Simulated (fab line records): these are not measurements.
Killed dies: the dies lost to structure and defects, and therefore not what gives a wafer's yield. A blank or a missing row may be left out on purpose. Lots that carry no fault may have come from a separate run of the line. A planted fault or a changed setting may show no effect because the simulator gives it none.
The tool behind it: which one? :: flow rit cmos :: 7 lots with 21 wafers sampled at 2 steps, on a route of 202 steps

WHAT THE GAUGES READ, wafer by wafer
RIT_PSD_TW_MEAS_10.
lot: L462
measured: day 3 09:04
on: film metro-03
PSD_TW: 3437 3448 3434

lot: L464
measured: day 3 20:59
on: film metro-04
PSD_TW: 3445 3439 3454

lot: L466
measured: day 4 03:26
on: film metro-03
PSD_TW: 3440 3456 3459

lot: L471
measured: day 5 05:35
on: film metro-01
PSD_TW: 3397 3403 3407

lot: L474
measured: day 5 22:02
on: film metro-03
PSD_TW: 3232 3214 3226 3235 3234 3230

lot: L477
measured: day 6 15:07
on: film metro-04
PSD_TW: 3454 3445 3453

lot: L483
measured: day 7 18:14
on: film metro-03
PSD_TW: 3429 3441 3426

TOOL THAT RAN EACH LOT (tool first, then ch and the chambers of the sampled wafers, then the start)
lot: L462
RIT_PSD_IMPLANT_08: implanter-03 ch 0, day 3 08:45

lot: L464
RIT_PSD_IMPLANT_08: implanter-04 ch 0, day 3 20:41

lot: L466
RIT_PSD_IMPLANT_08: implanter-02 ch 0, day 4 03:08

lot: L471
RIT_PSD_IMPLANT_08: implanter-04 ch 0, day 5 05:17

lot: L474
RIT_PSD_IMPLANT_08: implanter-02 ch 0, day 5 21:43

lot: L477
RIT_PSD_IMPLANT_08: implanter-04 ch 0, day 6 14:47

lot: L483
RIT_PSD_IMPLANT_08: implanter-03 ch 0, day 7 17:55
- RIT_PSD_IMPLANT_08

THE ANSWER, worked out from the rows above alone
Rule: the lots themselves supply what counts as usual. The widest of any qualifying gaps counts: lots, ordered by their means at a reading, are off when they make up no more than a third of the lots, leave a main group of 4 or more, and stand apart from it by 3 or more times the standard deviation of that group's means. A main group is skipped when, at the precision printed for the reading in the tables above, its means are all equal. Also off: a lot with no number at a reading for which 4 or more lots have one. Where the step has rows for the other lots, those lots are counted as sound.
Off: at RIT_PSD_TW_MEAS_10 (PSD_TW), L474. For the main group the mean is 3437 and the standard deviation 17.
A tool fits if, at a process step before that reading, it ran every lot that is off, and no sound lot after the first of them. Those tools and the gauges at RIT_PSD_TW_MEAS_10 are tried in the same way. One candidate fits, namely implanter-02 at RIT_PSD_IMPLANT_08. Its last sound lot is L466 (day 4 03:08), its first lot that is off L474 (day 5 21:43): a fault that began between those two fits.

WHAT THE SIMULATOR HAD PUT IN
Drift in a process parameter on implanter-02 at RIT_PSD_IMPLANT_08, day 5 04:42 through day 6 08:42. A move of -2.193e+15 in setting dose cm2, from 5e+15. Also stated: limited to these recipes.
Shown lots that were struck: L474. The rule above reached the same finding.
